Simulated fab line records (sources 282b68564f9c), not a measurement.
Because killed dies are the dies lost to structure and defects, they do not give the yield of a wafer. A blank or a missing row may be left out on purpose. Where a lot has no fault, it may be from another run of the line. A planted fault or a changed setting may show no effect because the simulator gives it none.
fab line records / flow ritCmos
[record] lots = 5 wafers = 23
route steps=202 shown M1@196
startH: hours from the record's opening day to when the first of the lot's shown wafers began / waitH: how many hours have passed since the lot's step before this one / " same as the row above / L1.1+2: several wafers, shown together as one row / - either no value or no given start / * or withheld: withheld / < > ~ a bound
route shown NAME@n: names a module that has steps shown in the file, with the first one's number in the route / usual: mean and standard deviation over wafers with no fault / same: alike in all rows / chamber/n: place in a boat / sites: the reading at each site / _std_site: the standard deviation of these / _edge_site: outer sites' mean less inner sites' / radiusMm: for every site, how far away it sits from the centre of the wafer / mask NAME#n: copy n / behind: the last tool/chamber to shape the wafer / hold: cause of the lot's hold/its duration in hours/its outcome / device: the transistor (n, p or np) that didn't switch / end of line: at the end of the route, the tests of the same wafers / step lacking rows: just its recipe / killed: not the wafer's yield, but the dies lost to structure and defects at the first sort / map: the dies of a wafer, with x for killed, . for not killed, _ for no die there
set.NAME: the setting that was run; set.NAME@STEP: the one run at that earlier step / model.NAME: the simulator's own value behind a step, which no gauge read
lots where settings were altered on purpose, with a table for each step and a row for each wafer
[[steps]]
[step RIT_M1_METAL_ETCH_12]
[recipe] stopOn = SiO2 chemistry = Cl2/BCl3 target = Al timeS = 165 overEtchFrac = 0.5 pressureMtorr = 100 targetDepthA = 6000 rfW = 250 Cl2_flow_sccm = 60 bcl3FlowSccm = 50
lot.wafer=L074.1 tool=rieMetal-03 chamber=1 startH=61.66 waitH=0.2 set.rfW=250 set.developTimeS@M1_DEVELOP_08=68 model.NOVOLAK_of_M1_COAT_04.thkNm=806.6 model.M1.cdNm=2599
lot.wafer=L074.2 tool=rieMetal-03 chamber=0 startH=61.66 waitH=0.2 set.rfW=250 set.developTimeS@M1_DEVELOP_08=68 model.NOVOLAK_of_M1_COAT_04.thkNm=807.5 model.M1.cdNm=2597
lot.wafer=L074.3 tool=rieMetal-03 chamber=0 startH=61.66 waitH=0.2 set.rfW=262.5 set.developTimeS@M1_DEVELOP_08=68 model.NOVOLAK_of_M1_COAT_04.thkNm=791.3 model.M1.cdNm=2593
lot.wafer=L074.4 tool=rieMetal-03 chamber=1 startH=61.66 waitH=0.2 set.rfW=262.5 set.developTimeS@M1_DEVELOP_08=68 model.NOVOLAK_of_M1_COAT_04.thkNm=788.1 model.M1.cdNm=2596
lot.wafer=L074.5 tool=rieMetal-03 chamber=1 startH=61.66 waitH=0.2 set.rfW=262.5 set.developTimeS@M1_DEVELOP_08=68 model.NOVOLAK_of_M1_COAT_04.thkNm=787.4 model.M1.cdNm=2594
lot.wafer=L079.1 tool=rieMetal-01 chamber=0 startH=85.20 waitH=0.2 set.rfW=250 set.developTimeS@M1_DEVELOP_08=68 model.NOVOLAK_of_M1_COAT_04.thkNm=802.7 model.M1.cdNm=2599
lot.wafer=L079.2 tool=rieMetal-01 chamber=1 startH=85.20 waitH=0.2 set.rfW=268.6 set.developTimeS@M1_DEVELOP_08=68 model.NOVOLAK_of_M1_COAT_04.thkNm=780.1 model.M1.cdNm=2595
lot.wafer=L079.3 tool=rieMetal-01 chamber=0 startH=85.20 waitH=0.2 set.rfW=268.6 set.developTimeS@M1_DEVELOP_08=77.31 model.NOVOLAK_of_M1_COAT_04.thkNm=774.7 model.M1.cdNm=2585
lot.wafer=L079.4 tool=rieMetal-01 chamber=1 startH=85.20 waitH=0.2 set.rfW=250 set.developTimeS@M1_DEVELOP_08=68 model.NOVOLAK_of_M1_COAT_04.thkNm=807.2 model.M1.cdNm=2602
lot.wafer=L079.5 tool=rieMetal-01 chamber=1 startH=85.20 waitH=0.2 set.rfW=250 set.developTimeS@M1_DEVELOP_08=77.31 model.NOVOLAK_of_M1_COAT_04.thkNm=808.8 model.M1.cdNm=2591
lot.wafer=L081.1 tool=rieMetal-04 chamber=1 startH=91.03 waitH=0.2 set.rfW=250 set.developTimeS@M1_DEVELOP_08=68 model.NOVOLAK_of_M1_COAT_04.thkNm=807.3 model.M1.cdNm=2599
lot.wafer=L081.5 tool=rieMetal-04 chamber=1 startH=91.03 waitH=0.2 set.rfW=250 set.developTimeS@M1_DEVELOP_08=68 model.NOVOLAK_of_M1_COAT_04.thkNm=809.8 model.M1.cdNm=2598
lot.wafer=L081.6 tool=rieMetal-04 chamber=0 startH=91.03 waitH=0.2 set.rfW=250 set.developTimeS@M1_DEVELOP_08=68 model.NOVOLAK_of_M1_COAT_04.thkNm=810.6 model.M1.cdNm=2599
lot.wafer=L082.1 tool=rieMetal-01 chamber=1 startH=97.83 waitH=0.2 set.rfW=250 set.developTimeS@M1_DEVELOP_08=68 model.NOVOLAK_of_M1_COAT_04.thkNm=803.6 model.M1.cdNm=2603
lot.wafer=L082.2 tool=rieMetal-01 chamber=0 startH=97.83 waitH=0.2 set.rfW=250 set.developTimeS@M1_DEVELOP_08=68 model.NOVOLAK_of_M1_COAT_04.thkNm=797.9 model.M1.cdNm=2600
lot.wafer=L082.3 tool=rieMetal-01 chamber=0 startH=97.83 waitH=0.2 set.rfW=250 set.developTimeS@M1_DEVELOP_08=68 model.NOVOLAK_of_M1_COAT_04.thkNm=804.2 model.M1.cdNm=2600
lot.wafer=L082.4 tool=rieMetal-01 chamber=1 startH=97.83 waitH=0.2 set.rfW=250 set.developTimeS@M1_DEVELOP_08=68 model.NOVOLAK_of_M1_COAT_04.thkNm=810 model.M1.cdNm=2604
lot.wafer=L082.6 tool=rieMetal-01 chamber=1 startH=97.83 waitH=0.2 set.rfW=250 set.developTimeS@M1_DEVELOP_08=68 model.NOVOLAK_of_M1_COAT_04.thkNm=801.9 model.M1.cdNm=2603
lot.wafer=L085.1 tool=rieMetal-01 chamber=1 startH=115.31 waitH=0.2 set.rfW=250 set.developTimeS@M1_DEVELOP_08=68 model.NOVOLAK_of_M1_COAT_04.thkNm=813.3 model.M1.cdNm=2602
lot.wafer=L085.2 tool=rieMetal-01 chamber=0 startH=115.31 waitH=0.2 set.rfW=250 set.developTimeS@M1_DEVELOP_08=57.86 model.NOVOLAK_of_M1_COAT_04.thkNm=808.6 model.M1.cdNm=2614
lot.wafer=L085.3 tool=rieMetal-01 chamber=0 startH=115.31 waitH=0.2 set.rfW=220.8 set.developTimeS@M1_DEVELOP_08=57.86 model.NOVOLAK_of_M1_COAT_04.thkNm=847.2 model.M1.cdNm=2619
lot.wafer=L085.5 tool=rieMetal-01 chamber=1 startH=115.31 waitH=0.2 set.rfW=220.8 set.developTimeS@M1_DEVELOP_08=68 model.NOVOLAK_of_M1_COAT_04.thkNm=852.6 model.M1.cdNm=2608
lot.wafer=L085.6 tool=rieMetal-01 chamber=0 startH=115.31 waitH=0.2 set.rfW=250 set.developTimeS@M1_DEVELOP_08=57.86 model.NOVOLAK_of_M1_COAT_04.thkNm=809.5 model.M1.cdNm=2615
[step RIT_M1_STRIP_13]
[recipe] chemistry = nmp resist = NOVOLAK tempC = 80 timeS = 600 dry = n2Spin
[step RIT_M1_STRIP_14]
[recipe] chemistry = O2 timeS = 173.7 platenTempC = withheld powerW = 500 pressureMtorr = 4000 o2FlowSccm = 4000
[step RIT_M1_CD_MEAS_90]
[recipe] targetCdNm = 2600
[usual] cdNm = 2601.3/2.5
lot.wafer=L074.1 tool=cdSem-01 chamber=- startH=62.17 waitH=0.1 set.developTimeS@M1_DEVELOP_08=68 cdNm=2598.4
lot.wafer=L074.2 tool=cdSem-01 chamber=- startH=62.17 waitH=0.1 set.developTimeS@M1_DEVELOP_08=68 cdNm=2597.1
lot.wafer=L074.3 tool=cdSem-01 chamber=- startH=62.17 waitH=0.1 set.developTimeS@M1_DEVELOP_08=68 cdNm=2593.0
lot.wafer=L074.4 tool=cdSem-01 chamber=- startH=62.17 waitH=0.1 set.developTimeS@M1_DEVELOP_08=68 cdNm=2596.6
lot.wafer=L074.5 tool=cdSem-01 chamber=- startH=62.17 waitH=0.1 set.developTimeS@M1_DEVELOP_08=68 cdNm=2594.2
lot.wafer=L079.1 tool=cdSem-01 chamber=- startH=85.71 waitH=0.1 set.developTimeS@M1_DEVELOP_08=68 cdNm=2599.1
lot.wafer=L079.2 tool=cdSem-01 chamber=- startH=85.71 waitH=0.1 set.developTimeS@M1_DEVELOP_08=68 cdNm=2595.0
lot.wafer=L079.3 tool=cdSem-01 chamber=- startH=85.71 waitH=0.1 set.developTimeS@M1_DEVELOP_08=77.31 cdNm=2585.6
lot.wafer=L079.4 tool=cdSem-01 chamber=- startH=85.71 waitH=0.1 set.developTimeS@M1_DEVELOP_08=68 cdNm=2601.8
lot.wafer=L079.5 tool=cdSem-01 chamber=- startH=85.71 waitH=0.1 set.developTimeS@M1_DEVELOP_08=77.31 cdNm=2590.9
lot.wafer=L081.1 tool=cdSem-01 chamber=- startH=91.55 waitH=0.1 set.developTimeS@M1_DEVELOP_08=68 cdNm=2598.6
lot.wafer=L081.5 tool=cdSem-01 chamber=- startH=91.55 waitH=0.1 set.developTimeS@M1_DEVELOP_08=68 cdNm=2598.4
lot.wafer=L081.6 tool=cdSem-01 chamber=- startH=91.55 waitH=0.1 set.developTimeS@M1_DEVELOP_08=68 cdNm=2598.5
lot.wafer=L082.1 tool=cdSem-01 chamber=- startH=98.36 waitH=0.1 set.developTimeS@M1_DEVELOP_08=68 cdNm=2602.9
lot.wafer=L082.2 tool=cdSem-01 chamber=- startH=98.36 waitH=0.1 set.developTimeS@M1_DEVELOP_08=68 cdNm=2599.9
lot.wafer=L082.3 tool=cdSem-01 chamber=- startH=98.36 waitH=0.1 set.developTimeS@M1_DEVELOP_08=68 cdNm=2600.0
lot.wafer=L082.4 tool=cdSem-01 chamber=- startH=98.36 waitH=0.1 set.developTimeS@M1_DEVELOP_08=68 cdNm=2603.5
lot.wafer=L082.6 tool=cdSem-01 chamber=- startH=98.36 waitH=0.1 set.developTimeS@M1_DEVELOP_08=68 cdNm=2602.8
lot.wafer=L085.1 tool=cdSem-02 chamber=- startH=115.82 waitH=0.1 set.developTimeS@M1_DEVELOP_08=68 cdNm=2601.3
lot.wafer=L085.2 tool=cdSem-02 chamber=- startH=115.82 waitH=0.1 set.developTimeS@M1_DEVELOP_08=57.86 cdNm=2614.5
lot.wafer=L085.3 tool=cdSem-02 chamber=- startH=115.82 waitH=0.1 set.developTimeS@M1_DEVELOP_08=57.86 cdNm=2618.4
lot.wafer=L085.5 tool=cdSem-02 chamber=- startH=115.82 waitH=0.1 set.developTimeS@M1_DEVELOP_08=68 cdNm=2608.4
lot.wafer=L085.6 tool=cdSem-02 chamber=- startH=115.82 waitH=0.1 set.developTimeS@M1_DEVELOP_08=57.86 cdNm=2614.9
[[key]]
[split] step = RIT_M1_METAL_ETCH_12 setting = rfW stated = 250 by = wafer
[response] step = RIT_M1_METAL_ETCH_12 reading = model.NOVOLAK_of_M1_COAT_04.thkNm change = -3.53 per = 1% r = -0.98
split outsideThisFile step=RIT_M1_DEVELOP_08 setting=developTimeS
// split outsideThisFile: this setting was split too, and the file shows its column; the key of that split is in another file
